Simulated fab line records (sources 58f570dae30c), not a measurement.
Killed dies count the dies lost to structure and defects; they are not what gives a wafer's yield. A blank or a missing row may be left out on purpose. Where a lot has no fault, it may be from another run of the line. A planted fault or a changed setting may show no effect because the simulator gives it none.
A sampling plan put to the test | flow berkeley cmos170 | one line in one fab, 15 faults in these records, each fault weighed on the records of the lots it struck
The line's own looks make up the plan; these are the steps of the route where a gauge or inspection reads the wafer and leaves it unchanged. Where struck wafers have a number at a look and the file lists that look's usual mean and standard deviation on fault-free wafers, the look can be judged. Caught: at a look after the fault's first step, the mean of the struck wafers lies 4 or more of those standard deviations (sigma) from the usual mean. On the tool: here the same test is run on the tool's own readings at the fault's steps. A different recipe on the struck wafers counts as caught too, as does a record blank only for those wafers.

THE FAULTS, as the simulator had put them in
1. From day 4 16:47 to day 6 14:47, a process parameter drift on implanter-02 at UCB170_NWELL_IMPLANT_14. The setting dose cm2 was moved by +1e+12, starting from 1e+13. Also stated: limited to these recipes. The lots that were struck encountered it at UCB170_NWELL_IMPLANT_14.
2. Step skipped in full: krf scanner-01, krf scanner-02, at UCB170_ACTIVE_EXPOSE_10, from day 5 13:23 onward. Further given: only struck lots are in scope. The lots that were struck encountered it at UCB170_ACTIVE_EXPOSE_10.
3. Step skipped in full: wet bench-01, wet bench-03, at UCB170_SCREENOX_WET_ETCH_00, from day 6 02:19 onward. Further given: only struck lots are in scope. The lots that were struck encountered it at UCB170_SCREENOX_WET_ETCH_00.
4. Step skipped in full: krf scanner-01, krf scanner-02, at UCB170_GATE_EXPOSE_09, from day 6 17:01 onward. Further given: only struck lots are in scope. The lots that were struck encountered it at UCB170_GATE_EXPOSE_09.
5. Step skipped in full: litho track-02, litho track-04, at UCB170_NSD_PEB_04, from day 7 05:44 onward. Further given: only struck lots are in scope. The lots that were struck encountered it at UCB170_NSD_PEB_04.
6. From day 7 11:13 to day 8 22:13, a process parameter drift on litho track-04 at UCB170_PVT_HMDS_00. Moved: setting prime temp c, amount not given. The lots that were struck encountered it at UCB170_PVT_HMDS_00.
7. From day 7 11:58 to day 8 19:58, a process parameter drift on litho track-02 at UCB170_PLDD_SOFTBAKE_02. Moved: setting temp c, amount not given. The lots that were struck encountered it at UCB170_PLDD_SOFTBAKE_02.
8. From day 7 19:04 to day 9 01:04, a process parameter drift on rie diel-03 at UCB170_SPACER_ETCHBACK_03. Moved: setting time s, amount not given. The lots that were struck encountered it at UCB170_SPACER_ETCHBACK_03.
9. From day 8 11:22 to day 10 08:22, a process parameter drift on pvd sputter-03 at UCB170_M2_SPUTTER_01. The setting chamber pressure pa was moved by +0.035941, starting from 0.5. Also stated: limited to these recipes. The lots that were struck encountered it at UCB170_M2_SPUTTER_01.
10. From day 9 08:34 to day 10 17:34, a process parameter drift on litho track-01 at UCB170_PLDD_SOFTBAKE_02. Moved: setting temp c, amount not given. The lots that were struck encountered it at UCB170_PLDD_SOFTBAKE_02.
11. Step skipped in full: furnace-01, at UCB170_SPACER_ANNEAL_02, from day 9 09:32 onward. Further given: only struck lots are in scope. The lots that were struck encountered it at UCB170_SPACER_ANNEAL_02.
12. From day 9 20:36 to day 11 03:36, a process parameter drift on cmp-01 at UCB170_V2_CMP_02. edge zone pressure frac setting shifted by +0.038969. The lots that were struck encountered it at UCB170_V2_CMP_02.
13. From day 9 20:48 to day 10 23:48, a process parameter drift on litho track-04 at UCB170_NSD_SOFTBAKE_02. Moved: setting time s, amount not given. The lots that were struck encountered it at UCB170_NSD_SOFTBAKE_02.
14. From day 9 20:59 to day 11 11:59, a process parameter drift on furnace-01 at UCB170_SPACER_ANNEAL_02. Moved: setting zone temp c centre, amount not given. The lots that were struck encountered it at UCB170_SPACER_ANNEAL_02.
15. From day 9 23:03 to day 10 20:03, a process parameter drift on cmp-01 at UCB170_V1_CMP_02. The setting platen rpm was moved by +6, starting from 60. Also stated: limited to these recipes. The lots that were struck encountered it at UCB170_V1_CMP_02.

WHAT THE PLAN SAW
fault | on the tool itself                               | first look that catches it                   | reading, sigma | median hours from its first step to that look | hours from the fault's start to the first struck lot there | judged looks passed uncaught
1     | dose ions cm2 +90 sigma                          | no look after it can be judged               | -              | -                                             | -                                                          | 0
2     | no reading that can be judged                    | no look after it can be judged               | -              | -                                             | -                                                          | 0
3     | the tool's record is blank for the struck wafers | no look after it can be judged               | -              | -                                             | -                                                          | 0
4     | no reading that can be judged                    | no look after it can be judged               | -              | -                                             | -                                                          | 0
5     | the tool's record is blank for the struck wafers | not the one look that can be judged after it | -              | -                                             | -                                                          | 1
6     | prime temp c +27 sigma                           | no look after it can be judged               | -              | -                                             | -                                                          | 0
7     | heater power total W +58 sigma                   | UCB170_PLDD_CD_MEAS_06                       | cd nm +8.2     | 0.7                                           | 8                                                          | 0
8     | run length s +69 sigma                           | not the one look that can be judged after it | -              | -                                             | -                                                          | 1
9     | chamber pressure pa +36 sigma                    | no look after it can be judged               | -              | -                                             | -                                                          | 0
10    | heater power total W -69 sigma                   | UCB170_PLDD_CD_MEAS_06                       | cd nm -8.2     | 0.8                                           | 1                                                          | 0
11    | the tool's record is blank for the struck wafers | no look after it can be judged               | -              | -                                             | -                                                          | 0
12    | edge zone pressure frac +6.6 sigma               | no look after it can be judged               | -              | -                                             | -                                                          | 0
13    | run length s +5.6 sigma                          | no look after it can be judged               | -              | -                                             | -                                                          | 0
14    | spike tc centre C -36 sigma                      | not the one look that can be judged after it | -              | -                                             | -                                                          | 1
15    | platen rpm +99 or beyond sigma                   | no look after it can be judged               | -              | -                                             | -                                                          | 0
Dash: fault not caught, or number not given in these records.

Caught at a look: 2 of 15. Caught on the tool: 13 of 15. By one or the other: 13 of 15.
Faults caught by the tool alone: 1, 3, 5, 6, 8, 9, 11, 12, 13, 14, 15.
Caught by neither: faults 2, 4.

THINNER SAMPLING
If the look that catches a fault measured only every second or every third lot, by lot number, the first struck lot would be measured this late in the worst case:
fault | struck lots at that look, in order of time | every lot | every second lot | every third lot
7     | L734, L736                                 | 8 h       | may miss all 2   | may miss all 2
10    | L904, L907                                 | 1 h       | 21 h             | may miss all 2
Hours are from the fault's start to the first struck lot that is measured. Since the struck wafers were tested as one group against 4 sigma, a single lot by itself may lie under the limit. Other struck lots may not be in these records.

THE LONGEST TIMED WAY FROM STEP TO LOOK
Fault 10: median gap of 0.8 hours between UCB170_PLDD_SOFTBAKE_02 and UCB170_PLDD_CD_MEAS_06. No look between them can be judged.
